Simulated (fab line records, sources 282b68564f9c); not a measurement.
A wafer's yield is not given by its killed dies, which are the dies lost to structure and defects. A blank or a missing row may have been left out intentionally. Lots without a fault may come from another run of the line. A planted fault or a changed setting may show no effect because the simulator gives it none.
A struck lot beside a sound one -- flow rit-cmos -- 15 steps out of a route of 202
Sound: wafers L648.2, L648.3, L648.6. Struck: wafer L653.4. (L653.2, L653.5 of the same lot were not struck and are left out.) The cause comes at the end.
Order at every step that has rows: each side's tool, ch and its chambers, its first start. Under that, the readings that differ: sound wafers -- struck wafers -- difference of the means -- sigmas: that difference in standard deviations of wafers without a fault.
alike: a reading whose means differ by less than 2 such deviations, as well as words and numbers matching on both sides. not compared: withheld readings; readings where some wafer has no value; bounds like >300 that might hide an equal value; numbers whose values overlap and for which the record gives no deviation.
The two part at a step that has a row with sigmas, a row that says differs or no value, or rows on one side only. When numbers do not overlap yet have no deviation, they are printed without sigmas and do not part them. A reading missing from all wafers of one side parts the sides only when that side holds two or more wafers.

first, 1 step without rows for these wafers: RIT_NWELL_IMPLANT_08.
RIT_NWELL_STRIP_09: strips in O2, time 180 s.
  sound on plasma-asher-03 ch 0,1, day 3 14:25; struck on plasma-asher-01 ch 0, day 4 13:42
  alike: drypump-motor-current-A, o2-flow-sccm
  not compared: rf-hours-counter-h
RIT_NWELL_TW_MEAS_10:
  sound on film-metro-04, day 3 14:35; struck on film-metro-01, day 4 13:53
reading,sound,struck,difference,sigmas
NWELL_TW,2122 2117 2113,2183,+66,+2
then, 6 steps without rows for these wafers: RIT_PWELL_HMDS_00 (prime time 60 s); RIT_PWELL_COAT_01 (resist thk 1300 nm); RIT_PWELL_SOFTBAKE_02 (time 60 s); RIT_PWELL_EXPOSE_03 (exposes mask M3, target cd 43700 nm); RIT_PWELL_PEB_04; RIT_PWELL_DEVELOP_05 (develop time 68 s).
RIT_PWELL_OVL_MEAS_06:
  sound on overlay-01, day 3 15:32; struck on overlay-01, day 4 14:50
  alike: PWELL_OVL
then, 2 steps without rows for these wafers: RIT_PWELL_HARDBAKE_07 (time 120 s); RIT_PWELL_IMPLANT_08.
RIT_PWELL_STRIP_09: strips in O2, time 180 s.
  sound on plasma-asher-02 ch 0,1, day 3 15:58; struck on plasma-asher-02 ch 1, day 4 15:16
reading,sound,struck,difference,sigmas
o2-flow-sccm (sccm),4010 3992 3992,5997,+1999,+99 or more
  alike: drypump-motor-current-A
  not compared: rf-hours-counter-h
RIT_PWELL_TW_MEAS_10:
  sound on film-metro-02, day 3 16:08; struck on film-metro-04, day 4 15:26
reading,sound,struck,difference,sigmas
PWELL_TW,966 968 962,941,-24,-2
RIT_M1_PROBE_99:
  rows exist in the record for the sound wafers here (prober-01, day 5 01:50), none for the struck ones

WHERE THEY PART
Last at RIT_M1_PROBE_99 as far as this record goes, first at RIT_NWELL_TW_MEAS_10.

WHY: whatever the simulator had introduced
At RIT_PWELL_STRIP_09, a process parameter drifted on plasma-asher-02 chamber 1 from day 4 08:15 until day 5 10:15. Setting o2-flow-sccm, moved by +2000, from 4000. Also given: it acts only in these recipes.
